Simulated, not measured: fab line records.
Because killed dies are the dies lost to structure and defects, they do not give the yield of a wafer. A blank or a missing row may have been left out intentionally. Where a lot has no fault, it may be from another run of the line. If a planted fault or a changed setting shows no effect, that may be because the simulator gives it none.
Which of the tools did it? | flow berkeley cmos170 | Sampling: 8 lots, 24 wafers, 3 of 331 route steps

WHAT THE GAUGES SHOWED, per wafer
UCB170_NLDD_OVL_MEAS_07.
lot  | measured     | on         | NLDD_OVL (nm)
L578 | day 6 08:00  | overlay-02 | 1 -7 4
L579 | day 6 20:53  | overlay-02 | 7 -1 4
L582 | day 6 22:50  | overlay-01 | -3 0 -2
L584 | day 7 08:27  | overlay-02 | 6 6 6
L587 | day 7 22:19  | overlay-01 | 8 2 7
L590 | day 8 23:15  | overlay-02 | 313 313 309
L593 | day 9 11:12  | overlay-02 | 310 317 313
L600 | day 10 18:48 | overlay-01 | -5 -7 -3

TOOL THAT RAN EACH LOT (tool first, then ch and the chambers of the sampled wafers, then the start)
lot  | UCB170_GATE_ETCH_14               | UCB170_NLDD_EXPOSE_03
L578 | rie diel-02 ch 0,2,3, day 6 02:13 | krf scanner-02 ch 0, day 6 07:23
L579 | rie diel-02 ch 1,2, day 6 15:16   | krf scanner-01 ch 0, day 6 20:20
L582 | rie diel-04 ch 0,2,3, day 6 17:49 | krf scanner-02 ch 0, day 6 22:20
L584 | rie diel-02 ch 0,1, day 7 02:58   | krf scanner-01 ch 0, day 7 07:48
L587 | rie diel-03 ch 0,1,3, day 7 18:42 | krf scanner-01 ch 0, day 7 21:48
L590 | rie diel-02 ch 0,2, day 8 19:44   | krf scanner-02 ch 0, day 8 22:44
L593 | rie diel-04 ch 0,1,3, day 9 07:33 | krf scanner-02 ch 0, day 9 10:44
L600 | rie diel-02 ch 0,2, day 10 15:23  | krf scanner-01 ch 0, day 10 18:07
- UCB170_GATE_ETCH_14: etches BARC in N2/H2.
- UCB170_NLDD_EXPOSE_03: exposes mask NSELECT, target cd 1200 nm.

THE ANSWER, worked out from the rows above alone
Rule: the lots themselves supply what counts as usual. The widest of any qualifying gaps counts: lots, ordered by their means at a reading, are off when they make up no more than a third of the lots, leave a main group of 4 or more, and stand apart from it by 3 or more times the standard deviation of that group's means. If all means in a main group match to the digits the tables above print for the reading, that group is not used. Also off: a lot with no number at a reading for which 4 or more lots have one. Any other lot the step has rows for is counted as sound.
Off: at UCB170_NLDD_OVL_MEAS_07 (NLDD_OVL), L590, L593. The main group has a mean of 1 nm with a standard deviation of 4.
A tool fits if, at a process step before that reading, it ran every lot that is off, and no sound lot after the first of them. Gauges at UCB170_NLDD_OVL_MEAS_07: tried the same way as those tools. This does not decide it: 2 tools fit, namely krf scanner-02 at UCB170_NLDD_EXPOSE_03 and overlay-02 at UCB170_NLDD_OVL_MEAS_07.

WHAT THE SIMULATOR HAD INSERTED
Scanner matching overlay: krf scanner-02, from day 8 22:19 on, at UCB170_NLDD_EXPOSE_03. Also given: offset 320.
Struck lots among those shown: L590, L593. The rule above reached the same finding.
